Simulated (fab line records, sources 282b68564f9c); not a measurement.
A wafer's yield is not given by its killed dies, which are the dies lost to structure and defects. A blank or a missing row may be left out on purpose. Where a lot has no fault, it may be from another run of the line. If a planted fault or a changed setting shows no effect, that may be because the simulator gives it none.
One fault seen from 2 desks || flow rit cmos || every desk sees just its own numbers, and what lay behind them comes last

AT THE METROLOGY DESK
Lot by lot, what the gauges showed, no matter which tool ran the lot: averages of those sampled wafers that carry a number. A lot is out of limits, marked OUT, if its mean lies more than 4 standard deviations from the usual mean; the brackets give that distance.
Columns: A = cd nm at RIT_M1_CD_MEAS_09, usual 2600.0 nm; B = M1_OVL at RIT_M1_OVL_MEAS_10, usual -1.0 nm; C = cd nm at RIT_M1_CD_MEAS_90, usual 2600.0 nm; D = M1_BOW at RIT_M1_BOW_MEAS_16, usual 17 um
{"lot": "L379", "first seen here": "day 3 08:32", "A": 2602.5, "B": -3.5, "C": 2602.3, "D": 21}
{"lot": "L381", "first seen here": "day 3 17:55", "A": 2600.5, "B": 0.3, "C": 2600.9, "D": 15}
{"lot": "L383", "first seen here": "day 4 07:05", "A": 2602.3, "B": -1.3, "C": 2603.8, "D": 13}
{"lot": "L389", "first seen here": "day 5 15:51", "A": 2601.7, "B": -2.1, "C": 2602.9, "D": 18}
{"lot": "L391", "first seen here": "day 6 08:50", "A": 2596.5, "B": -2.0, "C": 2595.6, "D": 16}
{"lot": "L392", "first seen here": "day 6 10:16", "A": 2602.1, "B": 0.2, "C": 2601.2, "D": 9}
{"lot": "L393", "first seen here": "day 6 16:34", "A": 2598.6, "B": -1.3, "C": 2599.7, "D": 20}
Finding of this desk: none of the 7 lots has anything out of limits.

FOR THE TOOL OWNER'S DESK: furnace-02
At RIT_M1_ANNEAL_15 (time 1842 s), the tool's own readings, given per lot that ran on this tool as the mean of the sampled wafers with a number. A lot is out of limits, marked OUT, if its mean lies more than 4 standard deviations from the usual mean; the brackets give that distance. Of its 8 readings 7 are shown: the one that was out of limits first, and those that lie furthest out on some lot.
Columns: A = spike tc centre C at RIT_M1_ANNEAL_15, usual 451.4 C; B = spike tc load C at RIT_M1_ANNEAL_15, usual 471.7 C; C = spike tc source C at RIT_M1_ANNEAL_15, usual 466.3 C; D = tube center temp C at RIT_M1_ANNEAL_15, usual 450 C; E = tube_center_temp_C_max at RIT_M1_ANNEAL_15, usual 451.18; F = zone power load pct at RIT_M1_ANNEAL_15, usual 6.30 %; G = zone power source pct at RIT_M1_ANNEAL_15, usual 8.03 %
{"lot": "L379", "first seen here": "day 3 09:33", "A": 451.3, "B": 471.7, "C": 466.4, "D": 450, "E": 451.26, "F": 6.26, "G": 8.09}
{"lot": "L381", "first seen here": "day 3 18:58", "A": 451.7, "B": 472.7, "C": 467.2, "D": 450, "E": 451.08, "F": 6.23, "G": 7.92}
{"lot": "L383", "first seen here": "day 4 08:07", "A": 451.7, "B": 470.8, "C": 466.8, "D": 450, "E": 451.22, "F": 6.29, "G": 8.06}
{"lot": "L389", "first seen here": "day 5 16:52", "A": 451.7, "B": 471.0, "C": 466.2, "D": 450, "E": 451.31, "F": 6.27, "G": 8.07}
{"lot": "L391", "first seen here": "day 6 10:05", "A": "390.2 (-62) OUT", "B": "410.6 (-61) OUT", "C": "405.6 (-67) OUT", "D": "390 (-99 or more) OUT", "E": "391.20 (-99 or more) OUT", "F": "4.96 (-21) OUT", "G": "6.32 (-21) OUT"}
{"lot": "L392", "first seen here": "day 6 11:35", "A": "391.3 (-61) OUT", "B": "410.7 (-61) OUT", "C": "404.9 (-67) OUT", "D": "390 (-99 or more) OUT", "E": "391.17 (-99 or more) OUT", "F": "4.96 (-21) OUT", "G": "6.33 (-21) OUT"}
{"lot": "L393", "first seen here": "day 6 17:44", "A": "391.8 (-60) OUT", "B": "410.6 (-61) OUT", "C": "404.9 (-68) OUT", "D": "390 (-99 or more) OUT", "E": "391.34 (-99 or more) OUT", "F": "4.96 (-21) OUT", "G": "6.34 (-21) OUT"}
This desk's verdict: out of limits on L391, L392, L393, starting with L391 at day 6 10:05 (spike tc centre C at RIT_M1_ANNEAL_15). L379, L381, L383, L389: within limits.

TAKEN TOGETHER
An alarm could have come from the tool owner's desk at day 6 10:05, on L391, L392, L393.
Nothing out of limits was seen by the metrology desk.
The metrology desk has L391, L392, L393 on record, within its limits.
On furnace-02, each named lot ran RIT_M1_ANNEAL_15.

WHAT THE SIMULATOR HAD INSERTED
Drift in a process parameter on furnace-02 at RIT_M1_ANNEAL_15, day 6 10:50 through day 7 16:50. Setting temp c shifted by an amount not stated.
Lots struck among those shown: L391, L392, L393.
